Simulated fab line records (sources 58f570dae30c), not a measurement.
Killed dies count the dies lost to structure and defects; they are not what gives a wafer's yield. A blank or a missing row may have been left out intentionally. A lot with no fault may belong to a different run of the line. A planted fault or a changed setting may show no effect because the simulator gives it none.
The tool behind it: which one? -- flow berkeley cmos170 -- 18 wafers from 6 lots sampled at 4 of the route's 331 steps

== WHAT THE GAUGES READ, wafer by wafer ==
UCB170_SDANNEAL_RS_MEAS_03: measures by four-point-probe.
lot,measured,on,NSD_RS (ohm/sq)
L792,day 7 05:33,film metro-01,37.37 37.25 37.24
L796,day 7 16:31,film metro-04,37.20 37.28 37.28
L797,day 7 17:16,film metro-01,37.39 37.40 37.43
L799,day 8 11:04,film metro-02,37.46 37.21 37.35
L806,day 10 06:39,film metro-02,35.89 35.88 35.95
L813,day 11 16:56,film metro-02,37.30 37.22 37.25

== WHAT TOOL EACH LOT RAN ON (gives the tool, then ch and the chambers of the sampled wafers, and finally the start) ==
lot,UCB170_NSD_IMPLANT_08,UCB170_NSD_STRIP_09,UCB170_SDANNEAL_RTA_00
L792,"implanter-01 ch 0, day 7 03:37","plasma asher-02 ch 0,1, day 7 03:44","rtp anneal-02 ch 0, day 7 05:17"
L796,"implanter-04 ch 0, day 7 15:04","plasma asher-04 ch 1, day 7 15:13","rtp anneal-02 ch 0, day 7 16:16"
L797,"implanter-03 ch 0, day 7 15:32","plasma asher-04 ch 0,1, day 7 15:40","rtp anneal-02 ch 0, day 7 17:00"
L799,"implanter-04 ch 0, day 8 09:36","plasma asher-04 ch 0,1, day 8 09:44","rtp anneal-01 ch 0, day 8 10:48"
L806,"implanter-03 ch 0, day 10 04:33","plasma asher-04 ch 0,1, day 10 04:42","rtp anneal-02 ch 0, day 10 06:25"
L813,"implanter-04 ch 0, day 11 15:25","plasma asher-04 ch 0,1, day 11 15:32","rtp anneal-01 ch 0, day 11 16:41"
- UCB170_NSD_IMPLANT_08
- UCB170_NSD_STRIP_09: strips in O2.
- UCB170_SDANNEAL_RTA_00: time 10 s.

== THE ANSWER, worked out from the rows above alone ==
Rule: what is usual is taken from the lots themselves. The widest of any qualifying gaps counts: lots, ordered by their means at a reading, are off when they make up no more than a third of the lots, leave a main group of 4 or more, and stand apart from it by 3 or more times the standard deviation of that group's means. If all means in a main group match to the digits the tables above print for the reading, that group is not used. Also off: a lot with no number at a reading for which 4 or more lots have one. All remaining lots with rows at the step are treated as sound.
Off: at UCB170_SDANNEAL_RS_MEAS_03 (NSD_RS), L806. The main group has a mean of 37.31 ohm/sq with a standard deviation of 0.058.
A tool fits if, at a process step before that reading, it ran every lot that is off, and no sound lot after the first of them. The gauges at UCB170_SDANNEAL_RS_MEAS_03 are tried like those tools. 2 tools fit, implanter-03 at UCB170_NSD_IMPLANT_08 and rtp anneal-02 at UCB170_SDANNEAL_RTA_00, so this cannot tell which one it is.

== WHAT THE SIMULATOR PUT IN ==
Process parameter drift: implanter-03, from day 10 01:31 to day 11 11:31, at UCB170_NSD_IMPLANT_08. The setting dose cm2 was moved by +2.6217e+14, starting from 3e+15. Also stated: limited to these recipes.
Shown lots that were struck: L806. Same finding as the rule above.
